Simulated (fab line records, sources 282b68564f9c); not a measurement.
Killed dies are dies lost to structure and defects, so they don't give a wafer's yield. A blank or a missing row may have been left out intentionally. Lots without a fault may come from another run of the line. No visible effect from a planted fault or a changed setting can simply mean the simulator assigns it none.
Which tool is to blame? | flow ritCmos | Sampling: 6 lots, 18 wafers, 2 of 202 route steps

== WHAT THE GAUGES SHOWED, per wafer ==
RIT_NRETRO_TW_MEAS_10.
lot  | measured    | on           | NRETRO_TW
L429 | day 2 21:31 | filmMetro-04 | 1051 1061 1054
L433 | day 3 13:56 | filmMetro-02 | 1041 1044 1044
L435 | day 3 22:56 | filmMetro-04 | 1057 1053 1058
L444 | day 5 18:50 | filmMetro-02 | 1054 1048 1048
L446 | day 6 06:01 | filmMetro-02 | 1047 1040 1037
L449 | day 6 19:38 | filmMetro-01 | 1047 1051 1047

== WHICH TOOL RAN EACH LOT (tool, then ch and the chambers of the sampled wafers, then the start) ==
lot  | RIT_NWELL_STRIP_09
L429 | plasmaAsher-02 ch 0,1, day 2 09:53
L433 | plasmaAsher-02 ch 0,1, day 3 05:03
L435 | plasmaAsher-03 ch 0,1, day 3 13:17
L444 | plasmaAsher-02 ch 0,1, day 5 09:58
L446 | plasmaAsher-02 ch 0,1, day 5 21:11
L449 | plasmaAsher-02 ch 1, day 6 10:49
- RIT_NWELL_STRIP_09: strips in O2, time 180 s.

== THE ANSWER, worked out from the rows above alone ==
Rule: the lots themselves supply what counts as usual. The widest of any qualifying gaps counts: lots, ordered by their means at a reading, are off when they make up no more than a third of the lots, leave a main group of 4 or more, and stand apart from it by 3 or more times the standard deviation of that group's means. The tables above print the reading to a certain number of digits; a main group whose means all agree to those digits is not used. Also off: a lot with no number at a reading for which 4 or more lots have one. The other lots that the step has rows for count as sound.
No lot is off on any of the readings shown, so nothing can be concluded from this.

== WHAT THE SIMULATOR HAD PUT IN ==
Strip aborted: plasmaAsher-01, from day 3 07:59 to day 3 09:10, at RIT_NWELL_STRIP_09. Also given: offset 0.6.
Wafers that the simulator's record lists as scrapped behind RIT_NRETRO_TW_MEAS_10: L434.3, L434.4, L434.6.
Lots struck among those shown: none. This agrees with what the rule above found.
